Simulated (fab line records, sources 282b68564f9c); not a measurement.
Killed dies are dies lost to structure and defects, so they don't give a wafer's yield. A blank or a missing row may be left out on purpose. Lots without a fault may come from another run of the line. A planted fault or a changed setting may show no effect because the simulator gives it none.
Which tool did it? | flow rit_cmos | 14 lots, 42 wafers sampled, at 5 steps of a route of 202

WHAT THE GAUGES READ, wafer by wafer
RIT_ACTIVE_BOW_MEAS_00. Usual: INCOMING_BOW 1 um, standard deviation 5.9.
lot  | measured    | on            | INCOMING_BOW (um) | flag
L762 | day 1 10:01 | film_metro-01 | -6 1 10           |
L763 | day 1 15:00 | film_metro-03 | 8 10 5            |
L765 | day 2 01:01 | film_metro-04 | -2 -3 0           |
L766 | day 2 06:01 | film_metro-03 | -8 1 -2           |
L767 | day 2 11:01 | film_metro-01 | -2 -1 0           |
L768 | day 2 16:00 | film_metro-01 | 8 5 0             |
L769 | day 2 21:01 | film_metro-01 | 4 5 2             |
L770 | day 3 02:00 | film_metro-03 | 9 -7 -6           |
L772 | day 3 12:00 | film_metro-04 | -1 3 -2           |
L774 | day 3 22:01 | film_metro-01 | 7 -4 9            |
L776 | day 4 08:01 | film_metro-03 | 4 -6 11           |
L779 | day 4 23:00 | film_metro-04 | 9 4 -3            |
L784 | day 6 00:00 | film_metro-03 | -4 2 -11          |
L785 | day 6 05:00 | film_metro-01 | 4 -6 3            |

RIT_ACTIVE_THK_MEAS_02. Usual: ACTIVE_OXIDE_THK 46.9 nm, standard deviation 1.2.
lot  | measured    | on            | ACTIVE_OXIDE_THK (nm) | flag
L762 | day 1 12:04 | film_metro-04 | 45.4 45.0 46.1        |
L763 | day 1 17:03 | film_metro-04 | 47.3 46.5 46.4        |
L765 | day 2 03:04 | film_metro-03 | 48.1 48.2 47.6        |
L766 | day 2 08:04 | film_metro-04 | 47.4 47.6 47.9        |
L767 | day 2 13:04 | film_metro-04 | 46.0 46.2 45.9        |
L768 | day 2 18:03 | film_metro-04 | 48.6 48.4 49.0        |
L769 | day 3 01:26 | film_metro-04 | 47.1 47.2 47.6        |
L770 | day 3 04:03 | film_metro-01 | 47.8 46.1 46.7        |
L772 | day 3 14:03 | film_metro-01 | 44.6 45.0 44.8        |
L774 | day 4 00:19 | film_metro-04 | 45.4 44.6 45.5        |
L776 | day 4 10:04 | film_metro-03 | 47.4 47.3 47.5        |
L779 | day 5 01:03 | film_metro-03 | 46.7 46.3 46.4        |
L784 | day 6 03:01 | film_metro-04 | 46.4 47.7 47.4        |
L785 | day 6 07:46 | film_metro-04 | 48.0 47.6 47.0        |

RIT_PWELL_OVL_MEAS_06. Usual: PWELL_OVL 0.2 nm, standard deviation 1.4.
lot  | measured    | on         | PWELL_OVL (nm) | flag
L762 | day 1 23:34 | overlay-02 | 1.1 0.4 0.6    |
L763 | day 2 04:46 | overlay-02 | -1.3 -1.8 0.6  |
L765 | day 2 12:53 | overlay-01 | 2.4 3.6 1.5    |
L766 | day 2 19:05 | overlay-02 | 0.5 0.4 -1.2   |
L767 | day 2 23:04 | overlay-01 | 1.4 1.7 3.2    |
L768 | day 3 04:56 | overlay-01 | -1.7 0.1 -0.5  |
L769 | day 3 12:58 | overlay-01 | -0.5 -0.4 -0.4 |
L770 | day 3 17:32 | overlay-02 | 2.2 1.8 2.3    |
L772 | day 4 00:26 | overlay-02 | 2.4 1.5 0.6    |
L774 | day 4 10:54 | overlay-02 | -1.0 0.8 1.0   |
L776 | day 4 20:56 | overlay-02 | 0.2 -1.3 0.2   |
L779 | day 5 12:54 | overlay-01 | -1.5 -1.8 -1.0 |
L784 | day 6 17:20 | overlay-01 | -0.5 1.0 0.6   |
L785 | day 6 21:23 | overlay-02 | 0.6 0.3 -0.1   |

RIT_CONTACT_CD_MEAS_08: target cd 1000 nm. Usual: cd_nm 1000.1 nm, standard deviation 2.6.
lot  | measured    | on        | cd_nm (nm)           | flag
L762 | day 3 10:22 | cd_sem-01 | 998.4 997.4 995.3    |
L763 | day 3 12:50 | cd_sem-01 | 996.0 995.2 996.7    |
L765 | day 3 21:31 | cd_sem-01 | 1002.4 1001.8 1001.7 |
L766 | day 4 00:51 | cd_sem-02 | 1000.2 1000.5 1001.3 |
L767 | day 4 05:29 | cd_sem-01 | 1001.0 1000.2 1000.6 |
L768 | day 4 09:28 | cd_sem-01 | 1005.2 1008.1 1004.3 |
L769 | day 4 20:10 | cd_sem-01 | 998.8 999.0 998.3    |
L770 | day 4 22:46 | cd_sem-02 | 1000.2 1001.6 998.6  |
L772 | day 5 05:19 | cd_sem-01 | 1001.8 1002.0 1001.3 |
L774 | day 5 15:14 | cd_sem-02 | 1002.0 1003.1 1005.4 |
L776 | day 6 01:38 | cd_sem-01 | 989.6 989.8 990.4    | OFF
L779 | day 6 21:43 | cd_sem-02 | 990.5 989.5 986.6    | OFF
L784 | day 8 02:58 | cd_sem-01 | 998.9 999.3 999.0    |
L785 | day 8 09:29 | cd_sem-02 | 1002.8 1004.2 1002.7 |

WHICH TOOL RAN EACH LOT (tool, then ch and the chambers of the sampled wafers, then the start)
lot  | RIT_CONTACT_COAT_03
L762 | litho_track-01 ch 0, day 3 09:25
L763 | litho_track-03 ch 0, day 3 11:59
L765 | litho_track-03 ch 0, day 3 20:35
L766 | litho_track-04 ch 0, day 3 23:46
L767 | litho_track-03 ch 0, day 4 04:33
L768 | litho_track-01 ch 0, day 4 08:39
L769 | litho_track-01 ch 0, day 4 19:14
L770 | litho_track-04 ch 0, day 4 21:50
L772 | litho_track-01 ch 0, day 5 04:22
L774 | litho_track-04 ch 0, day 5 14:25
L776 | litho_track-04 ch 0, day 6 00:50
L779 | litho_track-04 ch 0, day 6 20:46
L784 | litho_track-03 ch 0, day 8 02:09
L785 | litho_track-03 ch 0, day 8 08:41
- RIT_CONTACT_COAT_03: resist thk 1000 nm.

WHAT THE TOOLS THEMSELVES READ (means of the sampled wafers that have a number; where no wafer has one, the mark that the record gives instead)
The record holds no such reading with a usual standard deviation.

THE ANSWER, worked out from the rows above alone
Rule: a lot is off if the mean of its wafers that have a number lies more than 3 standard deviations from the usual mean. A lot without any number at a reading at which 4 lots or more have one is off too. The other lots that the step has rows for count as sound. The gauges are gone through in route order, then the tools' own readings, and for those a lot's mean is taken as printed above. The first step at which some lot is off is used, and at that step the reading that is off furthest; a lot without a number counts as furthest.
Off: L776, L779, at RIT_CONTACT_CD_MEAS_08 (cd_nm).
A tool fits if, at a process step before that reading, it ran every lot that is off, and no sound lot after the first of them. The gauges at RIT_CONTACT_CD_MEAS_08 are tried like those tools. One fits: litho_track-04 at RIT_CONTACT_COAT_03. Its last sound lot is L774 (day 5 14:25), its first lot that is off L776 (day 6 00:50): a fault that began between those two fits.

WHAT THE SIMULATOR HAD PUT IN
Process parameter drift: litho_track-04, from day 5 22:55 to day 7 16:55, at RIT_CONTACT_COAT_03. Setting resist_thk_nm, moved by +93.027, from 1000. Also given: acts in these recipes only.
Lots struck among those shown: L776, L779. The rule above found the same.
